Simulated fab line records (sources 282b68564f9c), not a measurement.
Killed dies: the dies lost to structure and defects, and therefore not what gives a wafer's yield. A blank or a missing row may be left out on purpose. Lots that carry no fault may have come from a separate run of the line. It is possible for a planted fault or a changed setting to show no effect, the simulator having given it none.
fab line records	flow rit-cmos
record lots=15	wafers=45	last-day=8
route steps=202 shown GATE@83 SPACER@128 M1@202
lots with no fault: from the same line, run without faults
start-h: the number of hours between the record's first day and the start of the first shown wafer of the lot	wait-h: hours from the lot's prior step to this one	" repeats the value in the row above	L1.1+2: a single row standing in for several wafers	- no value, or no start given	* or withheld: withheld	< > ~ a bound
route shown NAME@n: NAME is a module with steps in the file, n the number in the route of the first one	usual: mean/standard deviation taken from wafers without a fault	same: alike in all rows	chamber/n: place in a boat	sites: each site's reading	_std_site: standard deviation across them	_edge_site: mean of outer sites minus mean of inner sites	radius-mm: how far each site lies from the wafer's centre	mask NAME#n: copy n	behind: the last tool/chamber to shape the wafer	hold: reason for holding the lot/hours on hold/outcome of the hold	device: names the non-switching transistor (n, p or np)	end of line: the tests these same wafers got at the end of their route	step lacking rows: just its recipe	killed: at the first sort, the dies lost to defects and structure; wafer yield is something else	map: dies across one wafer; x = killed, . = not, _ = none there
set.NAME: the setting as run; set.NAME@STEP: as run at that earlier step	model.NAME: the simulator's own value behind a step, which no gauge read
steps of the route over a sample of lots; a table a step, a row a wafer
## steps
# step RIT_GATE_THK_MEAS_07
# recipe reads=SiO2_of_GATE_OXIDATION_05
# usual GATE_OXIDE_THK=2.98/0.061
lot.wafer	tool	chamber	start-h	wait-h	GATE_OXIDE_THK[nm]
L481.1	film-metro-01	-	35.91	0.0	3.00
L481.4	"	-	"	"	2.89
L481.5	"	-	"	"	2.92
L482.1	film-metro-01	-	43.22	0.0	3.00
L482.2	"	-	"	"	2.99
L482.4	"	-	"	"	2.95
L484.4	film-metro-02	-	50.98	0.0	2.96
L484.5	"	-	"	"	2.99
L484.6	"	-	"	"	2.98
L485.1	film-metro-01	-	55.47	0.0	2.91
L485.3	"	-	"	"	3.02
L485.6	"	-	"	"	2.96
L486.3	film-metro-01	-	63.89	0.0	2.91
L486.4	"	-	"	"	2.99
L486.5	"	-	"	"	2.96
L487.3	film-metro-01	-	65.90	0.0	3.06
L487.4	"	-	"	"	3.00
L487.6	"	-	"	"	3.04
L488.1	film-metro-02	-	77.33	0.0	2.98
L488.2	"	-	"	"	2.99
L488.5	"	-	"	"	2.98
L489.1	film-metro-01	-	81.87	0.0	2.94
L489.5	"	-	"	"	2.85
L489.6	"	-	"	"	3.00
L492.1	film-metro-02	-	101.08	0.0	2.94
L492.5	"	-	"	"	2.94
L492.6	"	-	"	"	2.96
L494.4	film-metro-02	-	122.40	0.0	3.08
L494.5	"	-	"	"	3.06
L494.6	"	-	"	"	3.03
L498.1	film-metro-01	-	128.51	0.0	3.07
L498.3	"	-	"	"	3.07
L498.5	"	-	"	"	3.00
L501.2	film-metro-02	-	147.07	0.0	2.96
L501.5	"	-	"	"	2.97
L501.6	"	-	"	"	2.99
L502.2	film-metro-03	-	147.07	0.0	3.07
L502.4	"	-	"	"	3.03
L502.6	"	-	"	"	3.11
L500.4	film-metro-02	-	147.15	0.1	2.89
L500.5	"	-	"	"	2.89
L500.6	"	-	"	"	2.92
L503.4	film-metro-01	-	153.68	0.0	3.03
L503.5	"	-	"	"	2.98
L503.6	"	-	"	"	3.00
# step RIT_SPACER_CVD_03
# recipe material=Si3N4	target-thk-nm=250	temp-c=810	precursor=SiH2Cl2/NH3	time-s=3300	pressure-mtorr=308.2	sih2cl2-flow-sccm=60	nh3-flow-sccm=150
# usual nh3-flow-sccm=149.9/0.43
lot.wafer	tool	chamber	start-h	wait-h	nh3-flow-sccm
L481.1	lpcvd-01	1	46.36	0.0	149.4
L481.4	"	1	"	"	149.9
L481.5	"	1	"	"	149.9
L482.1	lpcvd-01	1	53.50	0.0	149.3
L482.2	"	1	"	"	149.9
L482.4	"	1	"	"	150.4
L484.4	lpcvd-01	1	61.90	0.0	149.8
L484.5	"	1	"	"	149.8
L484.6	"	1	"	"	149.7
L485.1	lpcvd-01	1	66.37	0.0	149.0
L485.3	"	1	"	"	149.0
L485.6	"	1	"	"	149.2
L486.3	lpcvd-01	1	73.50	0.0	149.3
L486.4	"	1	"	"	150.2
L486.5	"	1	"	"	150.0
L487.3	lpcvd-01	1	77.23	0.0	150.0
L487.4	"	1	"	"	149.0
L487.6	"	1	"	"	149.5
L488.1	lpcvd-01	0	87.82	0.0	150.3
L488.2	"	0	"	"	149.7
L488.5	"	0	"	"	150.3
L489.1	lpcvd-02	0	93.88	0.0	150.4
L489.5	"	0	"	"	150.3
L489.6	"	0	"	"	151.1
L489.1	lpcvd-01	0	95.96	0.2	151.0
L489.5	"	0	"	"	150.5
L489.6	"	0	"	"	150.0
L492.1	lpcvd-01	1	113.39	0.0	149.7
L492.5	"	1	"	"	150.5
L492.6	"	1	"	"	150.2
L492.1	lpcvd-01	1	115.47	0.2	149.0
L492.5	"	1	"	"	149.3
L492.6	"	1	"	"	149.6
L494.4	lpcvd-01	0	132.42	0.0	149.5
L494.5	"	0	"	"	149.2
L494.6	"	0	"	"	149.3
L498.1	lpcvd-02	1	141.05	0.0	149.7
L498.3	"	1	"	"	151.0
L498.5	"	1	"	"	149.9
L498.1	lpcvd-02	1	143.13	0.2	150.5
L498.3	"	1	"	"	150.0
L498.5	"	1	"	"	150.0
L500.4	lpcvd-01	1	158.24	0.0	150.0
L500.5	"	1	"	"	150.1
L500.6	"	1	"	"	150.3
L501.2	lpcvd-02	1	158.53	0.0	150.5
L501.5	"	1	"	"	150.2
L501.6	"	1	"	"	150.6
L502.2	lpcvd-01	0	160.16	1.4	150.3
L502.4	"	0	"	"	150.5
L502.6	"	0	"	"	150.0
L503.4	lpcvd-02	0	166.48	1.6	150.1
L503.5	"	0	"	"	149.9
L503.6	"	0	"	"	150.2
# step RIT_SPACER_THK_MEAS_04
# recipe reads=Si3N4_of_SPACER_CVD_03
# usual SPACER_NITRIDE_THK=251.2/2.7
lot.wafer	tool	chamber	start-h	wait-h	SPACER_NITRIDE_THK[nm]
L481.1	film-metro-02	-	48.28	0.0	250.6
L481.4	"	-	"	"	249.3
L481.5	"	-	"	"	248.0
L482.1	film-metro-02	-	55.42	0.0	251.4
L482.2	"	-	"	"	250.9
L482.4	"	-	"	"	249.5
L484.4	film-metro-02	-	63.84	0.0	254.2
L484.5	"	-	"	"	254.6
L484.6	"	-	"	"	257.1
L485.1	film-metro-03	-	68.29	0.0	252.5
L485.3	"	-	"	"	249.2
L485.6	"	-	"	"	251.2
L486.3	film-metro-04	-	75.43	0.0	251.8
L486.4	"	-	"	"	253.0
L486.5	"	-	"	"	253.8
L487.3	film-metro-02	-	79.17	0.0	247.7
L487.4	"	-	"	"	249.0
L487.6	"	-	"	"	247.9
L488.1	film-metro-04	-	89.74	0.0	251.9
L488.2	"	-	"	"	251.4
L488.5	"	-	"	"	250.1
L489.1	film-metro-04	-	97.88	0.0	502.2
L489.5	"	-	"	"	499.5
L489.6	"	-	"	"	497.5
L489.1	film-metro-04	-	98.11	0.2	502.2
L489.5	"	-	"	"	499.2
L489.6	"	-	"	"	497.6
L492.1	film-metro-02	-	117.39	0.0	502.5
L492.5	"	-	"	"	501.4
L492.6	"	-	"	"	504.1
L492.1	film-metro-02	-	117.62	0.2	501.8
L492.5	"	-	"	"	501.3
L492.6	"	-	"	"	503.9
L494.4	film-metro-03	-	134.37	0.0	248.5
L494.5	"	-	"	"	246.5
L494.6	"	-	"	"	247.8
L498.1	film-metro-02	-	145.05	0.0	507.5
L498.3	"	-	"	"	509.6
L498.5	"	-	"	"	509.2
L498.1	film-metro-02	-	145.28	0.2	507.3
L498.3	"	-	"	"	509.9
L498.5	"	-	"	"	509.5
L500.4	film-metro-03	-	160.19	0.0	246.4
L500.5	"	-	"	"	248.9
L500.6	"	-	"	"	248.1
L501.2	film-metro-04	-	160.46	0.0	248.2
L501.5	"	-	"	"	249.2
L501.6	"	-	"	"	247.5
L502.2	film-metro-04	-	162.08	0.0	246.3
L502.4	"	-	"	"	247.9
L502.6	"	-	"	"	245.4
L503.4	film-metro-03	-	168.43	0.0	250.7
L503.5	"	-	"	"	252.5
L503.6	"	-	"	"	251.2
# step RIT_M1_PROBE_99
# usual defect-limited-yield=97.5/1.1	killed_at_M0_to_M3=0.0/0.12	killed-at-contacts=0.1/0.23	killed-at-front-end=6.6/2.9	killed-dies=6.7/3	killed-open=3.5/2.1	killed-short=3.2/1.8	sort_bin_3_pad_short=0.1/0.19	sort_bin_5_function=1.4/0.84	sort_bin_6_memory=1.0/0.67	sort-n-pass=257.3/3	sort-yield-pct=97.5/1.1
# same gross-dies=264	killed_at_M4_up=0	killed-at-back-side=0	killed-at-other=0
lot.wafer	tool	chamber	start-h	wait-h	defect-limited-yield[%]	killed_at_M0_to_M3	killed-at-contacts	killed-at-front-end	killed-dies	killed-open	killed-short	sort_bin_3_pad_short[%]	sort_bin_5_function[%]	sort_bin_6_memory[%]	sort-n-pass	sort-yield-pct[%]
L484.4	prober-01	-	74.88	0.2	99.2	0	0	2	2	0	2	0	0.8	0	262.0	99.2
L484.5	prober-01	-	74.93	0.2	96.6	0	0	9	9	6	3	0.4	1.9	1.1	255.0	96.6
L484.6	prober-01	-	74.98	0.2	96.2	0	1	9	10	5	5	0	3.0	0.8	254.0	96.2
L494.4	prober-01	-	147.24	0.2	98.9	0	0	3	3	2	1	0	0.8	0.4	261.0	98.9
L494.5	prober-01	-	147.29	0.2	97.0	0	0	8	8	3	5	0.4	2.7	0	256.0	97.0
L494.6	prober-01	-	147.34	0.2	98.1	0	0	5	5	2	3	0	1.9	0	259.0	98.1
L500.4	prober-02	-	173.11	0.5	98.1	0	0	5	5	3	2	0	1.1	0.8	259.0	98.1
L500.5	prober-02	-	173.16	0.5	97.3	0	0	7	7	4	3	0.4	0.8	1.5	257.0	97.3
L500.6	prober-02	-	173.21	0.6	98.5	0	0	4	4	2	2	0	1.5	0	260.0	98.5
L502.2	prober-01	-	174.21	0.1	95.5	0	1	11	12	5	7	0.4	3.8	0.4	252.0	95.5
L502.4	prober-01	-	174.31	0.2	97.7	0	0	6	6	2	4	0.4	1.5	0.4	258.0	97.7
L502.6	prober-01	-	174.41	0.2	97.7	0	1	5	6	2	4	0.4	0.8	1.1	258.0	97.7
# killed by level:class
L484.4 FOX2:geometric-particle:short=1 SPACER:geometric-particle:short=1
L484.5 SILICIDE:geometric-particle:open=3 FOX1:geometric-particle:open=2 FOX1:geometric-particle:short=1 GATE:geometric-particle:open=1 GATE:geometric-particle:short=1 SILICIDE:geometric-particle:short=1
L484.6 GATE:geometric-particle:open=2 GATE:geometric-particle:short=2 FOX1:geometric-particle:open=1 FOX2:geometric-particle:open=1 SPACER:geometric-particle:short=1 SPACER:geometric-particle:open=1 SILICIDE:geometric-particle:short=1 CONTACT:geometric-particle:short=1
L494.4 FOX1:geometric-particle:open=1 SPACER:geometric-particle:short=1 SPACER:geometric-particle:open=1
L494.5 SPACER:geometric-particle:short=2 SILICIDE:geometric-particle:short=2 FOX2:geometric-particle:open=1 GATE:geometric-particle:open=1 REOX:geometric-particle:open=1 REOX:geometric-particle:short=1
L494.6 FOX1:geometric-particle:short=1 FOX2:geometric-particle:short=1 SILICIDE:geometric-particle:open=1 REOX:geometric-particle:open=1 SPACER:geometric-particle:short=1
L500.4 FOX1:geometric-particle:short=1 FOX1:geometric-particle:open=1 REOX:geometric-particle:open=1 REOX:geometric-particle:short=1 SPACER:geometric-particle:open=1
L500.5 GATE:geometric-particle:open=1 REOX:geometric-particle:open=1 REOX:geometric-particle:short=1 SPACER:geometric-particle:short=1 SPACER:geometric-particle:open=1 SILICIDE:geometric-particle:open=1 SILICIDE:geometric-particle:short=1
L500.6 REOX:geometric-particle:short=2 GATE:geometric-particle:open=1 REOX:geometric-particle:open=1
L502.2 GATE:geometric-particle:short=3 GATE:geometric-particle:open=3 FOX1:geometric-particle:short=1 FOX1:geometric-particle:open=1 FOX2:geometric-particle:short=1 FOX2:geometric-particle:open=1 SPACER:geometric-particle:short=1 CONTACT:geometric-particle:short=1
L502.4 GATE:geometric-particle:short=2 FOX2:geometric-particle:short=1 GATE:geometric-particle:open=1 REOX:geometric-particle:short=1 SILICIDE:geometric-particle:open=1
L502.6 FOX1:geometric-particle:short=1 FOX2:geometric-particle:short=1 GATE:geometric-particle:short=1 REOX:geometric-particle:open=1 SILICIDE:geometric-particle:short=1 CONTACT:geometric-particle:open=1
## key
first-sign step=RIT_SPACER_CVD_03	reading=visit	direction=added
effect step=RIT_SPACER_THK_MEAS_04	reading=visit	direction=added
effect step=RIT_SPACER_THK_MEAS_04	reading=SPACER_NITRIDE_THK	direction=up	sigmas=95	usual=251.2	struck=503.7
met-at RIT_SPACER_CVD_03
struck-lots L489,L492,L498
scrapped-behind RIT_SPACER_THK_MEAS_04 L489.1,L489.5,L489.6,L492.1,L492.5,L492.6,L498.1,L498.3,L498.5
not-acting-at RIT_GATE_THK_MEAS_07
fault kind=repeated-step-whole	tool=lpcvd-01,lpcvd-02	chamber=-	onset-h=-	steps=RIT_SPACER_CVD_03	times=1	scope=struck-lots-only
